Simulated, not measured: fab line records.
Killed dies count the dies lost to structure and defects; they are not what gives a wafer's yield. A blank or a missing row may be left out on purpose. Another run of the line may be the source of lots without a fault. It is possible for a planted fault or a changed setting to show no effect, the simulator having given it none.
One fault seen from 2 desks	flow rit_cmos	every desk sees just its own numbers, and what lay behind them comes last

FOR THE TOOL OWNER'S DESK: litho_track-01
At RIT_NWELL_HARDBAKE_07 (time 120 s), the tool's own readings, given per lot that ran on this tool as the mean of the sampled wafers with a number. Any lot whose mean is over 4 standard deviations away from the usual mean is out of limits and marked OUT; that distance is given in the brackets.
Columns: A = chill_plate_temp_C at RIT_NWELL_HARDBAKE_07, usual 23.00 C; B = heater_power_total_W at RIT_NWELL_HARDBAKE_07, usual 52.03 W; C = plate_temp_C at RIT_NWELL_HARDBAKE_07, usual 140.00 C
lot	first seen here	A	B	C
L301	day 3 00:11	23.12	52.06	139.89
L303	day 3 10:01	22.97	51.99	140.03
L306	day 4 01:48	22.93	51.99	139.87
L307	day 4 04:44	22.98	52.03	139.95
L309	day 4 16:47	23.19	53.27 (+19) OUT	142.68 (+18) OUT
L310	day 4 20:46	23.10	53.30 (+20) OUT	142.55 (+17) OUT
L313	day 5 11:32	22.89	53.29 (+19) OUT	142.77 (+18) OUT
This desk finds L309, L310, L313 out of limits, L309 being first, at day 4 16:47 (heater_power_total_W at RIT_NWELL_HARDBAKE_07). L301, L303, L306, L307 stayed within limits.

AT THE METROLOGY DESK
Means of the sampled wafers that have a number, per lot and without regard to the tool the lot ran on: this is what the gauges read. Any lot whose mean is over 4 standard deviations away from the usual mean is out of limits and marked OUT; that distance is given in the brackets.
Columns: A = ACTIVE_NITRIDE_THK at RIT_ACTIVE_THK_MEAS_04, usual 150.3 nm; B = FOX1_OXIDE_THK at RIT_FOX1_THK_MEAS_01, usual 352 nm; C = PWELL_TW at RIT_PWELL_TW_MEAS_10, usual 954
lot	first seen here	A	B	C
L298	day 1 23:43	148.1	347	958
L299	day 2 05:34	151.8	350	961
L300	day 2 12:49	152.0	347	961
L301	day 2 14:52	149.0	353	959
L302	day 2 20:20	148.5	350	965
L303	day 3 01:58	151.0	355	953
L305	day 3 11:31	150.0	345	943
L306	day 3 15:32	152.2	344	959
L307	day 3 21:35	149.9	344	961
L308	day 4 02:26	150.5	346	945
L309	day 4 06:32	151.9	357	955
L310	day 4 12:34	152.5	344	946
L313	day 5 04:18	148.9	350	947
L315	day 5 12:32	149.7	351	964
L319	day 6 09:24	150.7	353	952
This desk found nothing out of limits on any of the 15 lots.

PUT TOGETHER
The tool owner's desk could have raised an alarm at day 4 16:47, on L309, L310, L313.
The metrology desk saw nothing out of limits.
The metrology desk holds a record of L309, L310, L313, inside its limits.
RIT_NWELL_HARDBAKE_07 was run on litho_track-01 by each of the lots named.

WHAT THE SIMULATOR HAD INSERTED
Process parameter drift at RIT_NWELL_HARDBAKE_07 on litho_track-01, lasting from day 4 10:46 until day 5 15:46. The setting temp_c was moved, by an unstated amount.
Lots struck among those shown: L309, L310, L313.
How many hours passed from the start of the fault until each desk's first out-of-limits reading: the tool owner's desk, 6.
